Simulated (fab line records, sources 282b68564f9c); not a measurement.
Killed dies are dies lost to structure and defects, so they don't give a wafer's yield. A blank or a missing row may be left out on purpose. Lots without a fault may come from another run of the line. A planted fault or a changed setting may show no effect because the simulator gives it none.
fab line records | flow rit_cmos
record lots=14 wafers=42 last_day=7
route steps=202 shown ACTIVE@1 GATE@84 M1@193
lots that met no fault: from a run of the same line without faults
start_h: hours from the record's first day to the start of the lot's first wafer shown | wait_h: hours since the lot's step before | " the same as in the row above | L1.1+2: a row that stands for several wafers | - no value, or no start given | * or withheld: withheld | < > ~ a bound
route shown NAME@n: a module of which the file shows steps, and the number in the route of the first | usual: mean/standard deviation of fault-free wafers | same: alike in all rows | chamber/n: place in a boat | sites: the reading at each site | _std_site: their standard deviation | _edge_site: outer sites' mean less inner sites' | radius_mm: how far each site lies from the wafer's centre | mask NAME#n: copy n | behind: the tool/chamber that last shaped the wafer | hold: why the lot was held/for how many hours/how that ended | device: the transistor (n, p or np) that didn't switch | end of line: the same wafers' tests at the end of the route | a step without rows: its recipe alone | killed: dies lost to structure and defects at the first sort, not the wafer's yield | map: a wafer's dies, x killed, . not, _ none there
set.NAME: the setting as run; set.NAME@STEP: as run at that earlier step | model.NAME: the simulator's own value behind a step, which no gauge read
steps of the route over a sample of lots; a table a step, a row a wafer
services: from which hour (start_h, from the record's first day; less than 0 if before it) a tool's chamber was out of use, for how many hours, and why
## steps
# step RIT_ACTIVE_BOW_MEAS_00
# recipe mode=bow
# usual INCOMING_BOW=0/6.2
# columns lot.wafer tool chamber start_h wait_h INCOMING_BOW[um]
L566.4 film_metro-03 - 10.06 - 4
L566.5 " - " " 12
L566.6 " - " " 1
L568.2 film_metro-03 - 20.02 - 0
L568.4 " - " " -10
L568.5 " - " " -7
L569.1 film_metro-04 - 25.00 - 2
L569.2 " - " " -1
L569.6 " - " " 1
L570.2 film_metro-02 - 30.02 - -1
L570.3 " - " " -3
L570.6 " - " " -4
L571.3 film_metro-02 - 35.04 - -4
L571.4 " - " " 2
L571.5 " - " " 4
L572.2 film_metro-02 - 40.02 - 6
L572.3 " - " " 8
L572.5 " - " " -2
L573.2 film_metro-02 - 45.02 - 5
L573.3 " - " " -9
L573.6 " - " " 3
L582.4 film_metro-04 - 90.06 - -6
L582.5 " - " " -11
L582.6 " - " " 1
L583.1 film_metro-03 - 95.00 - 0
L583.3 " - " " 5
L583.4 " - " " 0
L584.2 film_metro-02 - 100.02 - 9
L584.4 " - " " -11
L584.6 " - " " -9
L585.3 film_metro-04 - 105.04 - -2
L585.5 " - " " 9
L585.6 " - " " 2
L587.1 film_metro-04 - 115.00 - 2
L587.4 " - " " -10
L587.6 " - " " 0
L588.1 film_metro-03 - 120.00 - -11
L588.2 " - " " -7
L588.4 " - " " -7
L589.4 film_metro-03 - 125.06 - -1
L589.5 " - " " 2
L589.6 " - " " -6
# step RIT_ACTIVE_ETCH_13
# recipe stop_on=SiO2 chemistry=SF6 target=Si3N4 time_s=210 over_etch_frac=0.4 SF6_flow_sccm=200 pressure_mtorr=260 rf_w=125 target_depth_a=2100
# usual chamber_pressure_mTorr=259.97/0.23 drypump_motor_current_A=5.5/0.34 oes_product_au=0.821/0.014 throttle_valve_pct=7.51/0.15
# columns lot.wafer tool chamber start_h wait_h chamber_pressure_mTorr drypump_motor_current_A oes_product_au rf_hours_counter_h throttle_valve_pct
L566.4 rie_diel-01 0 14.83 0.1 260.07 5.4 0.807 5 7.60
L566.5 " 1 " " 260.04 5.7 0.824 - 7.65
L566.6 " 2 " " 260.20 6.1 0.807 - 7.28
L568.2 rie_diel-03 1 26.07 0.1 259.97 5.5 0.797 46 7.33
L568.4 " 3 " " 260.02 5.9 0.806 - 7.62
L568.5 " 1 " " 260.00 5.5 0.805 - 7.32
L569.1 rie_diel-04 0 30.45 0.1 259.85 5.7 0.832 134 7.55
L569.2 " 1 " " 259.66 6.1 0.837 12 7.41
L569.6 " 3 " " 259.74 5.3 0.816 - 7.77
L570.2 rie_diel-01 3 34.83 0.1 259.89 4.9 0.826 170 7.40
L570.3 " 1 " " 260.06 5.7 0.826 65 7.64
L570.6 " 1 " " 259.82 5.6 0.821 - 7.65
L571.3 rie_diel-03 0 39.71 0.1 259.97 5.1 0.841 150 7.51
L571.4 " 1 " " 259.58 5.5 0.809 - 7.33
L571.5 " 3 " " 260.26 5.9 0.802 - 7.62
L572.2 rie_diel-03 1 45.45 0.1 259.71 5.5 0.804 47 7.32
L572.3 " 0 " " 259.98 5.1 0.838 150 7.50
L572.5 " 2 " " 260.13 5.5 0.819 - 7.60
L573.2 rie_diel-01 0 49.86 0.1 259.77 5.4 0.814 6 7.61
L573.3 " 2 " " 259.93 6.0 0.844 0 7.31
L573.6 " 0 " " 259.34 5.4 0.817 - 7.62
L582.4 rie_diel-01 0 94.71 0.1 259.94 5.4 0.819 7 7.60
L582.5 " 1 " " 260.24 5.7 0.828 - 7.67
L582.6 " 2 " " 259.96 6.0 0.829 - 7.29
L583.1 rie_diel-01 1 99.83 0.1 260.11 5.7 0.822 67 7.66
L583.3 " 0 " " 260.15 5.4 0.810 7 7.62
L583.4 " 3 " " 259.65 4.9 0.800 0 7.39
L584.2 rie_diel-03 0 104.83 0.1 260.15 5.1 0.839 151 7.50
L584.4 " 2 " " 259.94 5.5 0.835 96 7.61
L584.6 " 1 " " 259.86 5.5 0.808 - 7.32
L585.3 rie_diel-03 0 112.18 0.1 260.53 5.1 0.834 151 7.49
L585.5 " 0 " " 259.87 5.1 0.841 - 7.50
L585.6 " 3 " " 260.19 5.9 0.801 - 7.63
L587.1 rie_diel-03 0 119.71 0.1 260.12 5.1 0.843 151 7.50
L587.4 " 3 " " 259.94 5.9 0.815 105 7.64
L587.6 " 2 " " 260.17 5.5 0.832 - 7.61
L588.1 rie_diel-01 0 124.71 0.1 260.02 5.4 0.814 7 7.62
L588.2 " 1 " " 259.66 5.7 0.838 67 7.66
L588.4 " 3 " " 259.68 4.9 0.802 1 7.40
L589.4 rie_diel-03 3 131.53 0.1 259.53 5.9 0.816 105 7.63
L589.5 " 0 " " 260.40 5.1 0.849 - 7.50
L589.6 " 3 " " 259.75 5.9 0.809 - 7.63
# step RIT_GATE_CVD_08
# recipe material=poly-Si target_thk_nm=250 temp_c=610 precursor=SiH4 time_s=2220 pressure_mtorr=300 sih4_flow_sccm=100
# columns lot.wafer tool chamber start_h wait_h
L566.4+5+6 lpcvd-01 1 34.86 0.0
L568.2+4+5 lpcvd-02 1 44.81 0.0
L569.1+2+6 lpcvd-01 1 49.09 0.1
L570.2+3+6 lpcvd-01 0 54.53 1.1
L571.3+4+5 lpcvd-01 1 59.48 1.1
L572.2+3+5 lpcvd-01 1 63.82 0.0
L573.2+3+6 lpcvd-02 0 68.84 0.0
L582.4+5+6 lpcvd-02 1 114.17 0.0
L583.1+3+4 lpcvd-02 1 118.85 0.1
L584.2+4+6 lpcvd-02 1 130.23 0.2
L585.3+5+6 lpcvd-01 1 131.79 0.8
L587.1+4+6 lpcvd-01 1 142.07 0.1
L588.1+2+4 lpcvd-01 1 143.69 0.3
L589.4+5+6 lpcvd-01 1 149.84 0.0
# step RIT_GATE_THK_MEAS_09
# recipe reads=poly-Si_of_GATE_CVD_08
# usual GATE_POLY_THK=249.5/2.4
# columns lot.wafer tool chamber start_h wait_h GATE_POLY_THK[nm]
L566.4 film_metro-03 - 36.50 0.0 247.4
L566.5 " - " " 247.6
L566.6 " - " " 247.6
L568.2 film_metro-04 - 46.44 0.0 248.8
L568.4 " - " " 246.3
L568.5 " - " " 247.3
L569.1 film_metro-03 - 50.70 0.0 250.7
L569.2 " - " " 249.4
L569.6 " - " " 252.8
L570.2 film_metro-04 - 56.16 0.0 249.4
L570.3 " - " " 247.5
L570.6 " - " " 247.1
L571.3 film_metro-04 - 61.12 0.0 371.1
L571.4 " - " " 373.7
L571.5 " - " " 373.7
L572.2 film_metro-04 - 65.45 0.0 371.2
L572.3 " - " " 373.1
L572.5 " - " " 371.9
L573.2 film_metro-01 - 70.46 0.0 253.2
L573.3 " - " " 254.3
L573.6 " - " " 253.8
L582.4 film_metro-04 - 115.81 0.0 253.1
L582.5 " - " " 250.0
L582.6 " - " " 249.6
L583.1 film_metro-03 - 120.47 0.0 247.4
L583.3 " - " " 246.0
L583.4 " - " " 244.5
L584.2 film_metro-04 - 131.85 0.0 251.3
L584.4 " - " " 249.9
L584.6 " - " " 250.7
L585.3 film_metro-04 - 133.42 0.0 248.1
L585.5 " - " " 246.9
L585.6 " - " " 248.6
L587.1 film_metro-01 - 143.69 0.0 247.1
L587.4 " - " " 249.1
L587.6 " - " " 249.9
L588.1 film_metro-01 - 145.30 0.0 249.3
L588.2 " - " " 248.5
L588.4 " - " " 246.7
L589.4 film_metro-01 - 151.49 0.0 252.6
L589.5 " - " " 253.2
L589.6 " - " " 251.5
# step RIT_GATE_ETCH_19
# recipe chemistry=SF6/CHF3/O2 time_s=165 SF6_flow_sccm=30 CHF3_flow_sccm=30 O2_flow_sccm=5 target=poly-Si pressure_mtorr=40 rf_w=160 target_depth_a=3125 over_etch_frac=0.25 stop_on=SiO2
# usual chamber_pressure_mTorr=40.00/0.036 drypump_motor_current_A=5.8/0.42 oes_product_au=0.850/0.0086 throttle_valve_pct=10.23/0.12
# columns lot.wafer tool chamber start_h wait_h chamber_pressure_mTorr drypump_motor_current_A oes_product_au rf_hours_counter_h throttle_valve_pct
L566.4 rie_si-02 3 37.85 0.1 39.99 5.8 0.839 147 10.31
L566.5 " 3 " " 39.99 5.8 0.846 - 10.33
L566.6 " 2 " " 40.07 5.6 0.843 - 10.17
L568.2 rie_si-02 2 47.71 0.1 40.03 5.6 0.844 142 10.15
L568.4 " 3 " " 39.94 5.8 0.846 147 10.30
L568.5 " 1 " " 40.05 6.6 0.848 - 10.24
L569.1 rie_si-01 2 52.04 0.1 39.95 5.6 0.845 1 10.31
L569.2 " 0 " " 40.01 5.9 0.849 2 10.24
L569.6 " 3 " " 40.03 5.4 0.864 - 10.15
L570.2 rie_si-02 2 57.37 0.1 40.01 5.6 0.843 142 10.16
L570.3 " 3 " " 40.00 5.8 0.851 147 10.32
L570.6 " 0 " " 40.02 5.4 0.852 - 10.43
L571.3 rie_si-01 0 62.32 0.1 40.05 5.9 1.008 3 10.23
L571.4 " 2 " " 39.98 5.6 0.975 1 10.31
L571.5 " 0 " " 40.01 5.9 1.002 - 10.23
L572.2 rie_si-02 1 66.67 0.1 40.07 6.5 1.010 68 10.26
L572.3 " 3 " " 39.99 5.8 1.021 147 10.31
L572.5 " 1 " " 39.97 6.6 1.019 - 10.25
L573.2 rie_si-01 0 71.86 0.1 39.99 5.9 0.865 3 10.22
L573.3 " 1 " " 39.97 6.4 0.860 19 10.02
L573.6 " 0 " " 39.99 5.9 0.858 - 10.23
L582.4 rie_si-02 0 117.05 0.1 39.98 5.3 0.860 145 10.43
L582.5 " 1 " " 40.00 6.5 0.852 - 10.24
L582.6 " 0 " " 39.98 5.3 0.854 - 10.42
L583.1 rie_si-01 1 121.81 0.1 40.03 6.4 0.856 20 10.03
L583.3 " 3 " " 40.04 5.4 0.840 47 10.14
L583.4 " 2 " " 39.96 5.6 0.829 2 10.29
L584.2 rie_si-02 1 133.18 0.1 39.98 6.5 0.859 69 10.25
L584.4 " 2 " " 40.07 5.6 0.850 - 10.16
L584.6 " 0 " " 40.05 5.3 0.865 - 10.42
L585.3 rie_si-01 1 134.78 0.1 40.04 6.4 0.855 20 10.01
L585.5 " 1 " " 39.98 6.4 0.848 - 10.01
L585.6 " 3 " " 40.01 5.4 0.853 - 10.14
L587.1 rie_si-01 3 145.15 0.1 40.04 5.4 0.842 48 10.15
L587.4 " 1 " " 39.98 6.4 0.858 20 10.01
L587.6 " 0 " " 40.00 5.8 0.853 - 10.24
L588.1 rie_si-02 1 146.52 0.1 39.99 6.5 0.845 69 10.25
L588.2 " 3 " " 40.03 5.8 0.842 0 10.30
L588.4 " 1 " " 39.95 6.5 0.850 - 10.24
L589.4 rie_si-01 1 152.94 0.1 39.99 6.4 0.865 20 10.01
L589.5 " 1 " " 40.02 6.4 0.863 - 10.00
L589.6 " 0 " " 40.00 5.9 0.857 - 10.22
# step RIT_M1_CD_MEAS_09
# recipe target_cd_nm=2600
# usual cd_nm=2601.1/2.1
# columns lot.wafer tool chamber start_h wait_h cd_nm
L566.4 cd_sem-02 - 55.13 - 2597.7
L566.5 " - " " 2595.8
L566.6 " - " " 2597.4
L568.2 cd_sem-01 - 66.90 - 2601.8
L568.4 " - " " 2603.2
L568.5 " - " " 2601.9
L569.1 cd_sem-02 - 71.42 - 2605.4
L569.2 " - " " 2603.8
L569.6 " - " " 2603.4
L570.2 cd_sem-02 - 75.69 - 2602.6
L570.3 " - " " 2603.7
L570.6 " - " " 2602.1
L573.2 cd_sem-02 - 88.89 - 2604.1
L573.3 " - " " 2600.8
L573.6 " - " " 2603.3
L582.4 cd_sem-01 - 134.40 - 2598.1
L582.5 " - " " 2599.8
L582.6 " - " " 2598.5
L583.1 cd_sem-02 - 140.35 - 2600.1
L583.3 " - " " 2601.3
L583.4 " - " " 2602.6
L584.2 cd_sem-02 - 150.68 - 2600.8
L584.4 " - " " 2601.5
L584.6 " - " " 2600.6
L585.3 cd_sem-02 - 153.95 - 2599.4
L585.5 " - " " 2599.1
L585.6 " - " " 2599.4
L587.1 cd_sem-02 - 162.38 - 2600.4
L587.4 " - " " 2599.8
L587.6 " - " " 2600.3
L588.1 cd_sem-02 - 163.99 - 2599.8
L588.2 " - " " 2601.8
L588.4 " - " " 2602.8
L589.4 cd_sem-02 - 169.88 - 2600.8
L589.5 " - " " 2600.8
L589.6 " - " " 2601.1
## services
# columns tool chamber start_h hours kind
rie_diel-01 0 -8.62 2.1 repair
rie_diel-01 3 5.67 2.8 repair
rie_diel-01 2 16.08 - clean
rie_diel-01 2 16.08 22.6 scheduled_down
rie_diel-01 2 16.08 22.6 vent_cycle
rie_diel-03 2 21.84 23.5 repair
rie_diel-03 1 28.36 5.6 repair
rie_diel-01 3 35.27 6.7 repair
rie_diel-01 3 44.84 - clean
lpcvd-02 - 47.31 14.6 pm
rie_diel-04 2 55.77 5.1 repair
rie_si-01 3 89.50 4.9 repair
rie_si-01 0 94.70 4.2 repair
rie_diel-01 - 107.33 0.5 repair
rie_si-02 3 121.22 - clean
rie_si-02 3 121.22 23.3 scheduled_down
rie_si-02 3 121.22 23.3 vent_cycle
rie_si-01 0 125.31 16.7 repair
rie_diel-03 0 140.42 - clean
rie_diel-03 0 140.42 19.8 scheduled_down
rie_diel-03 0 140.42 19.8 vent_cycle
rie_si-02 0 144.48 - clean
rie_si-02 0 144.48 27.3 scheduled_down
rie_si-02 0 144.48 27.3 vent_cycle
## key
first_sign step=RIT_GATE_THK_MEAS_09 reading=GATE_POLY_THK direction=up sigmas=51 usual=249.5 struck=372.4
effect step=RIT_GATE_ETCH_19 reading=oes_product_au direction=up sigmas=18 usual=0.850 struck=1.006
met_at RIT_GATE_CVD_08
struck_lots L571,L572
struck_wafers L571.3,L571.4,L571.5,L572.2,L572.3,L572.5
later_rows_left_out L571.3,L571.4,L571.5,L572.2,L572.3,L572.5
sort_left_out L571.3,L571.4,L571.5,L572.2,L572.3,L572.5
tester_left_out L571,L572
not_acting_at RIT_ACTIVE_BOW_MEAS_00,RIT_ACTIVE_ETCH_13,RIT_M1_CD_MEAS_09
onset_between 49.09 59.48
fault kind=process_parameter_drift tool=lpcvd-01 chamber=1 onset_h=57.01 steps=RIT_GATE_CVD_08 channel=target_thk_nm offset=124.28 shape=step end_h=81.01 acts_in=these_recipes_only stated=250
# tester_left_out: of these lots the tester's yield and bins aren't shown, on N5 and GAA mostly nor the transistor test; their killed dies are dies lost to structure and defects alone, not to doping, threshold or leakage, so they don't give the yield
# sort_left_out: the simulated sort isn't trusted on such a fault, so these wafers' sort isn't shown, and their yield isn't known
# later_rows_left_out: the simulator's readings of these wafers behind a module that went badly wrong aren't trusted and aren't shown, but for the sort
